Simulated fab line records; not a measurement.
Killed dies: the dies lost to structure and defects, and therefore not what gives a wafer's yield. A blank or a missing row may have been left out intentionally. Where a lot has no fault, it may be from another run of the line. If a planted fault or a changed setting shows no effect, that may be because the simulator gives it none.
Which tool was responsible?	flow rit_cmos	route of 202 steps, sampled at 1 step: 13 lots, 39 wafers

WHAT EACH GAUGE READ, for each wafer
RIT_FOX1_THK_MEAS_01.
lot	measured	on	FOX1_OXIDE_THK (nm)
L138	day 1 18:05	film_metro-04	345 356 352
L139	day 2 01:50	film_metro-01	328 341 334
L140	day 2 06:05	film_metro-04	348 355 352
L141	day 2 09:57	film_metro-04	351 354 357
L142	day 2 17:33	film_metro-04	350 351 356
L143	day 2 23:23	film_metro-04	343 339 343
L144	day 3 02:08	film_metro-04	344 341 340
L145	day 3 06:44	film_metro-04	366 363 360
L150	day 4 07:48	film_metro-01	339 342 342
L155	day 5 11:11	film_metro-01	353 353 356
L156	day 5 12:22	film_metro-01	352 350 353
L159	day 6 03:20	film_metro-01	336 332 333
L160	day 6 09:25	film_metro-04	354 349 351

WHAT TOOL EACH LOT RAN ON (gives the tool, then ch and the chambers of the sampled wafers, and finally the start)
No process step before these readings appears in the record.

WHAT THE TOOLS THEMSELVES READ (means of the sampled wafers that have a number; where no wafer has one, the mark that the record gives instead)
The record holds no such reading with a usual standard deviation.

THE ANSWER, worked out from the rows above alone
Rule: what is usual is taken from the lots themselves. Put in order of their means at a reading, lots are off if they are a third of the lots or fewer, leave a main group of 4 or more, and stand apart from it by a gap of 3 or more times the standard deviation of the main group's means; of several such gaps the widest counts. A main group whose means are all the same, to the digits that the tables above print for the reading, isn't used. A lot without any number at a reading at which 4 lots or more have one is off too. Where the step has rows for the other lots, those lots are counted as sound. After the gauges, taken in route order, come the tools' own readings; for these a lot's mean is taken, as printed above. The first step at which some lot is off is used, and at that step the reading that is off furthest; a lot without a number counts as furthest.
Nothing can be told from this: no lot is off at any reading shown.

WHAT THE SIMULATOR PUT IN
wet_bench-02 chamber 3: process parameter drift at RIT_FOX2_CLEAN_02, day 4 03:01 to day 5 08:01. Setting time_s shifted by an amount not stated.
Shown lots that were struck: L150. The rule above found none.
